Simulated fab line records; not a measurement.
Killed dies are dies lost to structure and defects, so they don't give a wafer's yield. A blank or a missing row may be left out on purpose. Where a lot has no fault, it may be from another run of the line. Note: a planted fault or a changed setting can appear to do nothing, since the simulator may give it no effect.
The tool behind it: which one? :: flow rit_cmos :: 21 wafers from 7 lots sampled at 2 of the route's 202 steps

## WHAT EACH GAUGE READ, for each wafer
RIT_REOX_THK_MEAS_04.
lot: L282
measured: day 2 22:04
on: film_metro-02
REOX_OXIDE_THK (nm): 25.1 25.7 25.5

lot: L284
measured: day 3 07:42
on: film_metro-02
REOX_OXIDE_THK (nm): 24.5 24.5 24.3

lot: L290
measured: day 4 17:29
on: film_metro-02
REOX_OXIDE_THK (nm): 19.5 19.2 19.6

lot: L292
measured: day 5 03:29
on: film_metro-02
REOX_OXIDE_THK (nm): 20.1 19.8 20.2

lot: L298
measured: day 6 04:40
on: film_metro-02
REOX_OXIDE_THK (nm): 25.2 25.5 25.7

lot: L301
measured: day 6 19:53
on: film_metro-04
REOX_OXIDE_THK (nm): 25.2 24.2 24.7

lot: L303
measured: day 7 06:29
on: film_metro-02
REOX_OXIDE_THK (nm): 26.1 25.9 25.6

## EACH LOT AND THE TOOL THAT RAN IT (in order: tool; ch and the chambers of the sampled wafers; start)
lot: L282
RIT_REOX_OXIDATION_03: furnace-01 ch 0, day 2 19:31

lot: L284
RIT_REOX_OXIDATION_03: furnace-03 ch 0, day 3 05:08

lot: L290
RIT_REOX_OXIDATION_03: furnace-03 ch 0, day 4 14:56

lot: L292
RIT_REOX_OXIDATION_03: furnace-03 ch 0, day 5 00:56

lot: L298
RIT_REOX_OXIDATION_03: furnace-04 ch 0, day 6 02:06

lot: L301
RIT_REOX_OXIDATION_03: furnace-04 ch 0, day 6 17:20

lot: L303
RIT_REOX_OXIDATION_03: furnace-01 ch 0, day 7 03:56
- RIT_REOX_OXIDATION_03: target thk 25.2 nm, ox time 5580 s.

## THE ANSWER, worked out from the rows above alone
Rule: what is usual is taken from the lots themselves. Put in order of their means at a reading, lots are off if they are a third of the lots or fewer, leave a main group of 4 or more, and stand apart from it by a gap of 3 or more times the standard deviation of the main group's means; of several such gaps the widest counts. Not used: any main group whose means are identical at the precision the tables above print for the reading. A lot without any number at a reading at which 4 lots or more have one is off too. Any other lot the step has rows for is counted as sound.
Off: L290, L292, at RIT_REOX_THK_MEAS_04 (REOX_OXIDE_THK). Mean 25.2 nm and standard deviation 0.53 in the main group.
A tool fits if, at a process step before that reading, it ran every lot that is off, and no sound lot after the first of them. Gauges at RIT_REOX_THK_MEAS_04: tried the same way as those tools. One fits: RIT_REOX_OXIDATION_03 on furnace-03. Its last sound lot is L284 (day 3 05:08), its first lot that is off L290 (day 4 14:56): a fault that began between those two fits.

## WHAT THE SIMULATOR PUT IN
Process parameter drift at RIT_REOX_OXIDATION_03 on furnace-03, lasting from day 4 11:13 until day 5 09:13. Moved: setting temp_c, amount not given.
Struck lots among those shown: L290, L292. The rule above found the same.
